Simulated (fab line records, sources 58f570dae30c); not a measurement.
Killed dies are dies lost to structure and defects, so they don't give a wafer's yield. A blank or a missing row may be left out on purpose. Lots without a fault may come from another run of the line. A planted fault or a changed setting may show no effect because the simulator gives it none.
One fault seen from 2 desks | flow berkeley_cmos170 | each desk has only its own numbers; what lay behind them comes last

THE TOOL OWNER'S DESK: plasma_asher-01
The tool's own readings at UCB170_PSD_STRIP_09 (strips in O2): means of the sampled wafers that have a number, for each lot that ran on this tool. A lot is out of limits, marked OUT, if its mean lies more than 4 standard deviations from the usual mean; the brackets give that distance.
Columns: A = drypump_motor_current_A at UCB170_PSD_STRIP_09, usual 6.07 A; B = oes_product_au at UCB170_PSD_STRIP_09, usual 0.600 a.u.; C = strip_time_to_endpoint_s at UCB170_PSD_STRIP_09, usual 29.39 s
lot  | first seen here | A    | B               | C
L794 | day 8 18:16     | 6.10 | 0.603           | 29.41
L798 | day 9 11:17     | 6.12 | 0.603           | 29.45
L801 | day 9 18:54     | 6.11 | 0.602           | 29.28
L803 | day 10 01:35    | 6.10 | 0.434 (-35) OUT | -
L813 | day 12 07:29    | 6.13 | 0.605           | 29.36
This desk's finding: out of limits on L803; first on L803, day 10 01:35 (oes_product_au at UCB170_PSD_STRIP_09). In limits: L794, L798, L801, L813.

THE METROLOGY DESK
What the gauges read, lot by lot, whatever tool the lot ran on: means of the sampled wafers that have a number. A lot is out of limits, marked OUT, if its mean lies more than 4 standard deviations from the usual mean; the brackets give that distance.
Columns: A = cd_nm at UCB170_NLDD_CD_MEAS_06, usual 1199.7 nm; B = cd_nm at UCB170_NSD_CD_MEAS_06, usual 1200.0 nm; C = NSD_TW at UCB170_NSD_TW_MEAS_10, usual 4162
lot  | first seen here | A      | B      | C
L791 | day 7 15:48     | 1198.6 | 1199.5 | 4063
L793 | day 8 08:27     | 1201.0 | 1198.6 | 4211
L796 | day 8 08:41     | 1199.1 | 1200.7 | 4193
L794 | day 8 08:56     | 1201.4 | 1201.8 | 4079
L798 | day 9 01:43     | 1201.5 | 1197.7 | 4195
L799 | day 9 03:10     | 1198.4 | 1198.6 | 4210
L801 | day 9 11:44     | 1200.3 | 1199.8 | 4184
L803 | day 9 17:38     | 1199.5 | 1199.0 | 30 (-74) OUT
L806 | day 10 13:28    | 1199.9 | 1200.2 | 4095
L812 | day 11 14:01    | 1198.5 | 1202.7 | 4199
L811 | day 11 14:20    | 1202.0 | 1202.0 | 4126
L813 | day 11 22:26    | 1198.9 | 1198.1 | 4206
L814 | day 11 22:37    | 1197.2 | 1200.0 | 4220
This desk's finding: out of limits on L803; first on L803, day 10 04:40 (NSD_TW at UCB170_NSD_TW_MEAS_10). In limits: L791, L793, L796, L794, L798, L799, L801, L806, L812, L811, L813, L814.

PUT TOGETHER
The tool owner's desk could have raised an alarm at day 10 01:35, on L803.
The metrology desk could have raised an alarm at day 10 04:40, on L803.
Of the lots named, all ran UCB170_PSD_STRIP_09 on plasma_asher-01.

WHAT THE SIMULATOR HAD PUT IN
Strip aborted: plasma_asher-01, from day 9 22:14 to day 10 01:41, at UCB170_PSD_STRIP_09. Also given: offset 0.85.
Lots struck among those shown: L803.
Hours from the fault's start to each desk's first reading out of limits: the tool owner's desk, 3; the metrology desk, 6.
